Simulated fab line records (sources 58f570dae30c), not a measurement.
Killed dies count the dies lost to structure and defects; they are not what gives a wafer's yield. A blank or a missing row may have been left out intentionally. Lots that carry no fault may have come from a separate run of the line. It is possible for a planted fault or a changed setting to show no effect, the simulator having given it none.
Which of the tools did it? :: flow berkeleyCmos170 :: Sampling: 14 lots, 40 wafers, 6 of 331 route steps

WHAT THE GAUGES READ, wafer by wafer
UCB170_CONTACT_OVL_MEAS_16.
lot: L183
measured: day 8 14:29
on: overlay-02
CONTACT_OVL (nm): -4 11 9

lot: L184
measured: day 8 14:43
on: overlay-02
CONTACT_OVL (nm): -3 -5 5

lot: L185
measured: day 8 14:58
on: overlay-02
CONTACT_OVL (nm): 5 5 7

lot: L188
measured: day 8 19:04
on: overlay-01
CONTACT_OVL (nm): 2 10 7

lot: L186
measured: day 8 20:36
on: overlay-02
CONTACT_OVL (nm): 1 -9 -4

lot: L187
measured: day 8 20:46
on: overlay-02
CONTACT_OVL (nm): -4

lot: L191
measured: day 9 20:39
on: overlay-02
CONTACT_OVL (nm): 3 5 6

lot: L192
measured: day 9 20:56
on: overlay-02
CONTACT_OVL (nm): -9 -13 -8

lot: L195
measured: day 10 05:13
on: overlay-01
CONTACT_OVL (nm): -7 2 -1

lot: L194
measured: day 10 11:45
on: overlay-02
CONTACT_OVL (nm): 4 7 7

lot: L199
measured: day 11 09:29
on: overlay-01
CONTACT_OVL (nm): -11 -5 -10

lot: L202
measured: day 12 05:05
on: overlay-02
CONTACT_OVL (nm): 6 0 0

lot: L201
measured: day 12 11:48
on: overlay-02
CONTACT_OVL (nm): 4 -4 3

lot: L204
measured: day 12 12:52
on: overlay-01
CONTACT_OVL (nm): 5 1 1

UCB170_V1_THK_MEAS_04.
lot: L183
measured: day 8 19:04
on: filmMetro-03
V1_POLISHED_THK (nm): 1001.2 1003.0 999.5

lot: L184
measured: day 8 20:25
on: filmMetro-04
V1_POLISHED_THK (nm): 1001.6 1000.1 1000.1

lot: L185
measured: day 8 20:25
on: filmMetro-03
V1_POLISHED_THK (nm): 1000.0 999.9 999.7

lot: L188
measured: day 8 23:31
on: filmMetro-04
V1_POLISHED_THK (nm): 999.9 1002.2 998.4

lot: L186
measured: day 9 00:51
on: filmMetro-04
V1_POLISHED_THK (nm): 1000.8 999.3 999.7

lot: L187
measured: day 9 02:13
on: filmMetro-01
V1_POLISHED_THK (nm): 1354.1

lot: L191
measured: day 10 01:23
on: filmMetro-03
V1_POLISHED_THK (nm): 1002.5 1002.0 1001.0

lot: L192
measured: day 10 02:35
on: filmMetro-03
V1_POLISHED_THK (nm): 1002.0 1361.2 1000.1

lot: L195
measured: day 10 09:34
on: filmMetro-03
V1_POLISHED_THK (nm): 1000.0 999.9 1000.6

lot: L194
measured: day 10 18:16
on: filmMetro-04
V1_POLISHED_THK (nm): 998.5 1002.2 999.2

lot: L199
measured: day 11 15:47
on: filmMetro-03
V1_POLISHED_THK (nm): 999.3 1000.7 998.2

lot: L202
measured: day 12 09:36
on: filmMetro-04
V1_POLISHED_THK (nm): 1000.5 999.8 999.2

lot: L201
measured: day 12 16:53
on: filmMetro-04
V1_POLISHED_THK (nm): 999.7 999.8 1000.6

lot: L204
measured: day 12 19:31
on: filmMetro-01
V1_POLISHED_THK (nm): 998.9 1000.1 1000.7

UCB170_M2_THK_MEAS_03: measures by xrf.
lot: L183
measured: day 8 21:05
on: filmMetro-02
M2_AL_THK (nm): 884 874 861

lot: L184
measured: day 8 22:23
on: filmMetro-02
M2_AL_THK (nm): 870 865 870

lot: L185
measured: day 8 22:55
on: filmMetro-01
M2_AL_THK (nm): 877 874 876

lot: L188
measured: day 9 04:12
on: filmMetro-02
M2_AL_THK (nm): 874 864 886

lot: L186
measured: day 9 03:55
on: filmMetro-03
M2_AL_THK (nm): 897 897 882

lot: L191
measured: day 10 03:29
on: filmMetro-03
M2_AL_THK (nm): 900 890 896

lot: L192
measured: day 10 04:38
on: filmMetro-03
M2_AL_THK (nm): 884 881

lot: L195
measured: day 10 12:11
on: filmMetro-03
M2_AL_THK (nm): 860 877 882

lot: L194
measured: day 10 20:25
on: filmMetro-01
M2_AL_THK (nm): 863 869 869

lot: L199
measured: day 11 18:38
on: filmMetro-01
M2_AL_THK (nm): 881 872 887

lot: L202
measured: day 12 12:39
on: filmMetro-02
M2_AL_THK (nm): 882 866 874

lot: L201
measured: day 12 19:34
on: filmMetro-02
M2_AL_THK (nm): 888 890 896

lot: L204
measured: day 12 21:36
on: filmMetro-02
M2_AL_THK (nm): 893 887 879

TOOL THAT RAN EACH LOT (tool first, then ch and the chambers of the sampled wafers, then the start)
lot: L183
UCB170_CONTACT_STRIP_19: plasmaAsher-02 ch 0,1, day 8 14:41
UCB170_V1_CMP_02: cmp-02 ch 0,2,3, day 8 18:39
UCB170_V1_ETCH_14: rieDiel-01 ch 0,1,3, day 8 20:26

lot: L184
UCB170_CONTACT_STRIP_19: plasmaAsher-04 ch 0,1, day 8 14:56
UCB170_V1_CMP_02: cmp-01 ch 2,3, day 8 20:02
UCB170_V1_ETCH_14: rieDiel-02 ch 2,3, day 8 21:42

lot: L185
UCB170_CONTACT_STRIP_19: plasmaAsher-01 ch 0,1, day 8 15:11
UCB170_V1_CMP_02: cmp-02 ch 0,2, day 8 20:02
UCB170_V1_ETCH_14: rieDiel-03 ch 0,2,3, day 8 22:13

lot: L188
UCB170_CONTACT_STRIP_19: plasmaAsher-02 ch 0,1, day 8 19:16
UCB170_V1_CMP_02: cmp-01 ch 0,3, day 8 23:09
UCB170_V1_ETCH_14: rieDiel-03 ch 0,3, day 9 03:32

lot: L186
UCB170_CONTACT_STRIP_19: plasmaAsher-01 ch 0,1, day 8 20:48
UCB170_V1_CMP_02: cmp-01 ch 0,2,3, day 9 00:29
UCB170_V1_ETCH_14: rieDiel-01 ch 1,2,3, day 9 03:15

lot: L187
UCB170_CONTACT_STRIP_19: plasmaAsher-04 ch 0, day 8 20:59
UCB170_V1_CMP_02: cmp-01 ch 1, day 9 01:49
UCB170_V1_ETCH_14: rieDiel-02 ch 2, day 9 04:31

lot: L191
UCB170_CONTACT_STRIP_19: plasmaAsher-02 ch 0,1, day 9 20:52
UCB170_V1_CMP_02: cmp-02 ch 0,1,3, day 10 01:01
UCB170_V1_ETCH_14: rieDiel-02 ch 0,1,3, day 10 02:48

lot: L192
UCB170_CONTACT_STRIP_19: plasmaAsher-01 ch 0,1, day 9 21:08
UCB170_V1_CMP_02: cmp-01 ch 1,2,3, day 10 02:16
UCB170_V1_ETCH_14: rieDiel-03 ch 1,2,3, day 10 03:58

lot: L195
UCB170_CONTACT_STRIP_19: plasmaAsher-01 ch 1, day 10 05:25
UCB170_V1_CMP_02: cmp-02 ch 2,3, day 10 09:11
UCB170_V1_ETCH_14: rieDiel-03 ch 1,2, day 10 11:30

lot: L194
UCB170_CONTACT_STRIP_19: plasmaAsher-04 ch 0,1, day 10 11:59
UCB170_V1_CMP_02: cmp-02 ch 0,3, day 10 17:50
UCB170_V1_ETCH_14: rieDiel-03 ch 2,3, day 10 19:44

lot: L199
UCB170_CONTACT_STRIP_19: plasmaAsher-01 ch 0,1, day 11 09:43
UCB170_V1_CMP_02: cmp-02 ch 0,2,3, day 11 15:29
UCB170_V1_ETCH_14: rieDiel-01 ch 0,1,2, day 11 17:56

lot: L202
UCB170_CONTACT_STRIP_19: plasmaAsher-02 ch 0,1, day 12 05:17
UCB170_V1_CMP_02: cmp-02 ch 0,1,2, day 12 09:17
UCB170_V1_ETCH_14: rieDiel-02 ch 0,1, day 12 11:35

lot: L201
UCB170_CONTACT_STRIP_19: plasmaAsher-02 ch 0,1, day 12 12:01
UCB170_V1_CMP_02: cmp-02 ch 2,3, day 12 16:26
UCB170_V1_ETCH_14: rieDiel-03 ch 0,1,2, day 12 18:52

lot: L204
UCB170_CONTACT_STRIP_19: plasmaAsher-04 ch 0,1, day 12 13:04
UCB170_V1_CMP_02: cmp-02 ch 1,2,3, day 12 19:15
UCB170_V1_ETCH_14: rieDiel-02 ch 2,3, day 12 20:51
- UCB170_CONTACT_STRIP_19: strips in O2.
- UCB170_V1_CMP_02: polishes SiO2.
- UCB170_V1_ETCH_14: etches SiO2 in CHF3/CF4/Ar, stops on Al, target depth 1250 nm, time 291 s.

AS READ BY THE TOOLS THEMSELVES (means over the sampled wafers that have a number; for cases with no such wafer, the mark the record gives instead)
UCB170_CONTACT_STRIP_19.
lot: L183
tool: plasmaAsher-02
drypumpMotorCurrentA (A): 6.4
oesProductAu (a.u.): 0.726

lot: L184
tool: plasmaAsher-04
drypumpMotorCurrentA (A): 6.1
oesProductAu (a.u.): 0.725

lot: L185
tool: plasmaAsher-01
drypumpMotorCurrentA (A): 5.2
oesProductAu (a.u.): 0.725

lot: L188
tool: plasmaAsher-02
drypumpMotorCurrentA (A): 6.4
oesProductAu (a.u.): 0.725

lot: L186
tool: plasmaAsher-01
drypumpMotorCurrentA (A): 5.2
oesProductAu (a.u.): 0.722

lot: L187
tool: plasmaAsher-04
drypumpMotorCurrentA (A): 6.2
oesProductAu (a.u.): 0.722

lot: L191
tool: plasmaAsher-02
drypumpMotorCurrentA (A): 6.4
oesProductAu (a.u.): 0.731

lot: L192
tool: plasmaAsher-01
drypumpMotorCurrentA (A): 5.2
oesProductAu (a.u.): 0.726

lot: L195
tool: plasmaAsher-01
drypumpMotorCurrentA (A): 5.1
oesProductAu (a.u.): 0.727

lot: L194
tool: plasmaAsher-04
drypumpMotorCurrentA (A): 6.1
oesProductAu (a.u.): 0.727

lot: L199
tool: plasmaAsher-01
drypumpMotorCurrentA (A): 5.1
oesProductAu (a.u.): 0.723

lot: L202
tool: plasmaAsher-02
drypumpMotorCurrentA (A): 6.4
oesProductAu (a.u.): 0.719

lot: L201
tool: plasmaAsher-02
drypumpMotorCurrentA (A): 6.3
oesProductAu (a.u.): 0.727

lot: L204
tool: plasmaAsher-04
drypumpMotorCurrentA (A): 6.1
oesProductAu (a.u.): 0.728

UCB170_V1_CMP_02.
lot: L183
tool: cmp-02
motorCurrentA (A): 16.6
platenRpm (rpm): 59.99

lot: L184
tool: cmp-01
motorCurrentA (A): 16.9
platenRpm (rpm): 59.98

lot: L185
tool: cmp-02
motorCurrentA (A): 16.7
platenRpm (rpm): 59.99

lot: L188
tool: cmp-01
motorCurrentA (A): 15.6
platenRpm (rpm): 59.96

lot: L186
tool: cmp-01
motorCurrentA (A): 16.1
platenRpm (rpm): 59.98

lot: L187
tool: cmp-01
motorCurrentA (A): 15.5
platenRpm (rpm): 59.93

lot: L191
tool: cmp-02
motorCurrentA (A): 16.0
platenRpm (rpm): 59.99

lot: L192
tool: cmp-01
motorCurrentA (A): 16.0
platenRpm (rpm): 60.03

lot: L195
tool: cmp-02
motorCurrentA (A): 17.1
platenRpm (rpm): 59.98

lot: L194
tool: cmp-02
motorCurrentA (A): 16.5
platenRpm (rpm): 60.03

lot: L199
tool: cmp-02
motorCurrentA (A): 16.9
platenRpm (rpm): 59.95

lot: L202
tool: cmp-02
motorCurrentA (A): 15.9
platenRpm (rpm): 60.04

lot: L201
tool: cmp-02
motorCurrentA (A): 17.6
platenRpm (rpm): 60.00

lot: L204
tool: cmp-02
motorCurrentA (A): 16.6
platenRpm (rpm): 60.02

UCB170_V1_ETCH_14.
lot: L183
tool: rieDiel-01
drypumpMotorCurrentA (A): 6.1
oesProductAu (a.u.): 0.863
rfFwdPowerW (W): 697.5
throttleValvePct (%): 6.97

lot: L184
tool: rieDiel-02
drypumpMotorCurrentA (A): 5.3
oesProductAu (a.u.): 0.871
rfFwdPowerW (W): 698.6
throttleValvePct (%): 7.00

lot: L185
tool: rieDiel-03
drypumpMotorCurrentA (A): 5.9
oesProductAu (a.u.): 0.875
rfFwdPowerW (W): 697.1
throttleValvePct (%): 6.97

lot: L188
tool: rieDiel-03
drypumpMotorCurrentA (A): 5.9
oesProductAu (a.u.): 0.874
rfFwdPowerW (W): 697.7
throttleValvePct (%): 6.97

lot: L186
tool: rieDiel-01
drypumpMotorCurrentA (A): 5.8
oesProductAu (a.u.): 0.856
rfFwdPowerW (W): 698.2
throttleValvePct (%): 6.96

lot: L187
tool: rieDiel-02
drypumpMotorCurrentA (A): 5.8
oesProductAu (a.u.): 1.007
rfFwdPowerW (W): 695.6
throttleValvePct (%): 6.97

lot: L191
tool: rieDiel-02
drypumpMotorCurrentA (A): 5.5
oesProductAu (a.u.): 0.864
rfFwdPowerW (W): 698.2
throttleValvePct (%): 6.90

lot: L192
tool: rieDiel-03
drypumpMotorCurrentA (A): 5.5
oesProductAu (a.u.): 0.927
rfFwdPowerW (W): 697.2
throttleValvePct (%): 6.86

lot: L195
tool: rieDiel-03
drypumpMotorCurrentA (A): 5.5
oesProductAu (a.u.): 0.876
rfFwdPowerW (W): 698.1
throttleValvePct (%): 6.80

lot: L194
tool: rieDiel-03
drypumpMotorCurrentA (A): 6.0
oesProductAu (a.u.): 0.890
rfFwdPowerW (W): 695.6
throttleValvePct (%): 6.95

lot: L199
tool: rieDiel-01
drypumpMotorCurrentA (A): 5.8
oesProductAu (a.u.): 0.868
rfFwdPowerW (W): 698.9
throttleValvePct (%): 6.97

lot: L202
tool: rieDiel-02
drypumpMotorCurrentA (A): 5.6
oesProductAu (a.u.): 0.873
rfFwdPowerW (W): 694.8
throttleValvePct (%): 6.83

lot: L201
tool: rieDiel-03
drypumpMotorCurrentA (A): 5.9
oesProductAu (a.u.): 0.871
rfFwdPowerW (W): 699.5
throttleValvePct (%): 6.90

lot: L204
tool: rieDiel-02
drypumpMotorCurrentA (A): 5.2
oesProductAu (a.u.): 0.870
rfFwdPowerW (W): 698.0
throttleValvePct (%): 6.99

THE ANSWER, worked out from the rows above alone
Rule: the usual values come from the lots themselves. The widest of any qualifying gaps counts: lots, ordered by their means at a reading, are off when they make up no more than a third of the lots, leave a main group of 4 or more, and stand apart from it by 3 or more times the standard deviation of that group's means. The tables above print the reading to a certain number of digits; a main group whose means all agree to those digits is not used. A lot without any number at a reading at which 4 lots or more have one is off too. Where the step has rows for the other lots, those lots are counted as sound. First the gauges in route order, then the tools' own readings, where a lot's mean is used as printed above. The first step at which some lot is off is used, and at that step the reading that is off furthest; a lot without a number counts as furthest.
Off: at UCB170_V1_THK_MEAS_04 (V1_POLISHED_THK), L187, L192. Main group: mean 1000.2 nm, sd 0.65.
A tool fits if, at a process step before that reading, it ran every lot that is off, and no sound lot after the first of them. The gauges at UCB170_V1_THK_MEAS_04 are tried like those tools. One fits: cmp-01 at UCB170_V1_CMP_02. A fault onset in the window from L186 (day 9 00:29, its last sound lot) to L187 (day 9 01:49, its first lot off) fits.

WHAT THE SIMULATOR HAD INSERTED
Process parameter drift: cmp-01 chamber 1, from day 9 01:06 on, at UCB170_V1_CMP_02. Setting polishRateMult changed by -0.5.
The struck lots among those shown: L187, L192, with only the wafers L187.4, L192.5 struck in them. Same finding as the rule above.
